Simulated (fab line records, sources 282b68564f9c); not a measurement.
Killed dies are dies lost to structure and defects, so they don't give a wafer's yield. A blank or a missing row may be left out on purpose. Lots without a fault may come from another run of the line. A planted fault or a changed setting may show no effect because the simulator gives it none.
Which tool did it? | flow rit_cmos | 7 lots, 21 wafers sampled, at 2 steps of a route of 202

WHAT THE GAUGES READ, wafer by wafer
RIT_PLDD_OVL_MEAS_06.
lot  | measured    | on         | PLDD_OVL (nm)
L113 | day 3 05:13 | overlay-02 | 0.0 0.1 0.1
L115 | day 3 15:37 | overlay-02 | 0.0 -0.2 -1.0
L117 | day 4 02:25 | overlay-01 | -0.7 0.4 -0.4
L120 | day 4 20:17 | overlay-02 | -0.4 -1.6 -0.8
L124 | day 5 12:33 | overlay-02 | -0.8 1.0 1.6
L129 | day 6 12:20 | overlay-02 | -2.2 -1.5 -3.5
L134 | day 7 13:21 | overlay-02 | -0.3 1.2 -0.5

WHICH TOOL RAN EACH LOT (tool, then ch and the chambers of the sampled wafers, then the start)
lot  | RIT_PLDD_SOFTBAKE_02
L113 | litho_track-03 ch 0, day 3 04:43
L115 | litho_track-03 ch 0, day 3 14:58
L117 | litho_track-03 ch 0, day 4 01:53
L120 | litho_track-04 ch 0, day 4 19:44
L124 | litho_track-03 ch 0, day 5 11:54
L129 | litho_track-03 ch 0, day 6 11:47
L134 | litho_track-02 ch 0, day 7 12:49
- RIT_PLDD_SOFTBAKE_02: time 60 s.

THE ANSWER, worked out from the rows above alone
Rule: what is usual is taken from the lots themselves. Put in order of their means at a reading, lots are off if they are a third of the lots or fewer, leave a main group of 4 or more, and stand apart from it by a gap of 3 or more times the standard deviation of the main group's means; of several such gaps the widest counts. A main group whose means are all the same, to the digits that the tables above print for the reading, isn't used. A lot without any number at a reading at which 4 lots or more have one is off too. The other lots that the step has rows for count as sound.
Off: L129, at RIT_PLDD_OVL_MEAS_06 (PLDD_OVL). The main group: mean -0.1 nm, standard deviation 0.48.
A tool fits if, at a process step before that reading, it ran every lot that is off, and no sound lot after the first of them. The gauges at RIT_PLDD_OVL_MEAS_06 are tried like those tools. One fits: litho_track-03 at RIT_PLDD_SOFTBAKE_02. Its last sound lot is L124 (day 5 11:54), its first lot that is off L129 (day 6 11:47): a fault that began between those two fits.

WHAT THE SIMULATOR HAD PUT IN
Process parameter drift: litho_track-03, from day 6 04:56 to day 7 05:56, at RIT_PLDD_SOFTBAKE_02. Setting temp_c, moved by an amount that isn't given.
Lots struck among those shown: L129. The rule above found the same.
